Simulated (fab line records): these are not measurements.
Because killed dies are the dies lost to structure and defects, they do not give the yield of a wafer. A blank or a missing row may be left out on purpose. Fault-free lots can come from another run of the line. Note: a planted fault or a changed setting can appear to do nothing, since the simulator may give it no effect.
Which tool is to blame? / flow berkeley-cmos170 / 13 lots, 39 wafers sampled, at 3 steps of a route of 331

## WHAT THE GAUGES SHOWED, per wafer
UCB170_PSD_OVL_MEAS_07. Usual: PSD_OVL typically reads -2 nm, with standard deviation 7.9.
lot=L346; measured=day 6 11:50; on=overlay-01; PSD_OVL (nm)=3 1 6; flag=
lot=L347; measured=day 6 19:00; on=overlay-02; PSD_OVL (nm)=-13 -7 -10; flag=
lot=L348; measured=day 6 19:05; on=overlay-01; PSD_OVL (nm)=6 6 8; flag=
lot=L349; measured=day 6 19:13; on=overlay-02; PSD_OVL (nm)=-1 3 1; flag=
lot=L353; measured=day 7 22:58; on=overlay-02; PSD_OVL (nm)=-12 2 -6; flag=
lot=L355; measured=day 8 06:47; on=overlay-02; PSD_OVL (nm)=-4 -7 1; flag=
lot=L356; measured=day 8 23:14; on=overlay-01; PSD_OVL (nm)=-8 -13 -13; flag=
lot=L357; measured=day 8 23:18; on=overlay-02; PSD_OVL (nm)=7 6 5; flag=
lot=L361; measured=day 9 21:38; on=overlay-02; PSD_OVL (nm)=-9 -8 -12; flag=
lot=L364; measured=day 10 02:53; on=overlay-02; PSD_OVL (nm)=-11 -5 -3; flag=
lot=L363; measured=day 10 03:09; on=overlay-01; PSD_OVL (nm)=11 7 10; flag=
lot=L366; measured=day 10 15:56; on=overlay-01; PSD_OVL (nm)=-4 -5 0; flag=
lot=L367; measured=day 11 01:53; on=overlay-01; PSD_OVL (nm)=11 12 5; flag=

UCB170_M1_CD_MEAS_09: target cd 700 nm. Usual: cd-nm at 700.2 nm, with a standard deviation of 1.4.
lot=L346; measured=day 6 23:36; on=cd-sem-02; cd-nm (nm)=699.8 701.5 700.4; flag=
lot=L347; measured=day 7 05:05; on=cd-sem-01; cd-nm (nm)=698.8 699.6 700.6; flag=
lot=L348; measured=day 7 05:23; on=cd-sem-02; cd-nm (nm)=699.0 697.5 699.1; flag=
lot=L349; measured=day 7 07:09; on=cd-sem-01; cd-nm (nm)=701.0 700.7 700.7; flag=
lot=L353; measured=day 8 13:01; on=cd-sem-02; cd-nm (nm)=699.3 700.5 699.8; flag=
lot=L355; measured=day 8 19:31; on=cd-sem-02; cd-nm (nm)=704.1 702.7 703.9; flag=
lot=L356; measured=day 9 12:39; on=cd-sem-02; cd-nm (nm)=700.6 700.6 700.5; flag=
lot=L357; measured=day 9 12:58; on=cd-sem-01; cd-nm (nm)=699.5 698.7 700.0; flag=
lot=L361; measured=day 10 08:32; on=cd-sem-01; cd-nm (nm)=698.6 699.4 699.5; flag=
lot=L364; measured=day 10 15:09; on=cd-sem-01; cd-nm (nm)=701.2 699.1 699.9; flag=
lot=L363; measured=day 10 15:44; on=cd-sem-01; cd-nm (nm)=700.6 700.2 701.5; flag=
lot=L366; measured=day 11 03:38; on=cd-sem-02; cd-nm (nm)=699.3 701.9 700.0; flag=
lot=L367; measured=day 11 12:29; on=cd-sem-01; cd-nm (nm)=701.0 699.7 700.7; flag=

## EACH LOT AND THE TOOL THAT RAN IT (in order: tool; ch and the chambers of the sampled wafers; start)
lot=L346; UCB170_SILICIDE_SPUTTER_01=pvd-sputter-04, day 6 17:40
lot=L347; UCB170_SILICIDE_SPUTTER_01=pvd-sputter-04, day 6 22:39
lot=L348; UCB170_SILICIDE_SPUTTER_01=pvd-sputter-01, day 6 22:46
lot=L349; UCB170_SILICIDE_SPUTTER_01=pvd-sputter-02, day 6 22:53
lot=L353; UCB170_SILICIDE_SPUTTER_01=pvd-sputter-02, day 8 03:41
lot=L355; UCB170_SILICIDE_SPUTTER_01=pvd-sputter-02, day 8 11:31
lot=L356; UCB170_SILICIDE_SPUTTER_01=pvd-sputter-02, day 9 03:14
lot=L357; UCB170_SILICIDE_SPUTTER_01=pvd-sputter-04, day 9 04:08
lot=L361; UCB170_SILICIDE_SPUTTER_01=pvd-sputter-02, day 10 01:14
lot=L364; UCB170_SILICIDE_SPUTTER_01=pvd-sputter-02, day 10 07:29
lot=L363; UCB170_SILICIDE_SPUTTER_01=pvd-sputter-04, day 10 07:56
lot=L366; UCB170_SILICIDE_SPUTTER_01=pvd-sputter-02, day 10 20:16
lot=L367; UCB170_SILICIDE_SPUTTER_01=pvd-sputter-04, day 11 05:50
- UCB170_SILICIDE_SPUTTER_01: material Ti, target thk 30 nm, time 25 s.

## WHAT THE TOOLS THEMSELVES READ (means of the sampled wafers that have a number; where no wafer has one, the mark that the record gives instead)
UCB170_SILICIDE_SPUTTER_01. Usual: throttle-valve-pct at 30.1 %, with a standard deviation of 0.87.
lot=L346; tool=pvd-sputter-04; throttle-valve-pct (%)=29.9; flag=
lot=L347; tool=pvd-sputter-04; throttle-valve-pct (%)=29.4; flag=
lot=L348; tool=pvd-sputter-01; throttle-valve-pct (%)=30.8; flag=
lot=L349; tool=pvd-sputter-02; throttle-valve-pct (%)=30.8; flag=
lot=L353; tool=pvd-sputter-02; throttle-valve-pct (%)=30.8; flag=
lot=L355; tool=pvd-sputter-02; throttle-valve-pct (%)=30.6; flag=
lot=L356; tool=pvd-sputter-02; throttle-valve-pct (%)=30.9; flag=
lot=L357; tool=pvd-sputter-04; throttle-valve-pct (%)=30.7; flag=
lot=L361; tool=pvd-sputter-02; throttle-valve-pct (%)=30.6; flag=
lot=L364; tool=pvd-sputter-02; throttle-valve-pct (%)=29.7; flag=
lot=L363; tool=pvd-sputter-04; throttle-valve-pct (%)=29.3; flag=
lot=L366; tool=pvd-sputter-02; throttle-valve-pct (%)=30.5; flag=
lot=L367; tool=pvd-sputter-04; throttle-valve-pct (%)=30.2; flag=

## THE ANSWER, worked out from the rows above alone
Rule: take the mean of a lot's wafers that have a number; if it is more than 3 standard deviations from the usual mean, the lot is off. A lot without any number at a reading at which 4 lots or more have one is off too. Any other lot the step has rows for is counted as sound. After the gauges, taken in route order, come the tools' own readings; for these a lot's mean is taken, as printed above. At the first step where some lot is off, the reading lying furthest off is the one used; lots without a number count as furthest.
Across all readings shown, no lot is off: no conclusion can be drawn from this.

## WHAT WAS PUT IN BY THE SIMULATOR
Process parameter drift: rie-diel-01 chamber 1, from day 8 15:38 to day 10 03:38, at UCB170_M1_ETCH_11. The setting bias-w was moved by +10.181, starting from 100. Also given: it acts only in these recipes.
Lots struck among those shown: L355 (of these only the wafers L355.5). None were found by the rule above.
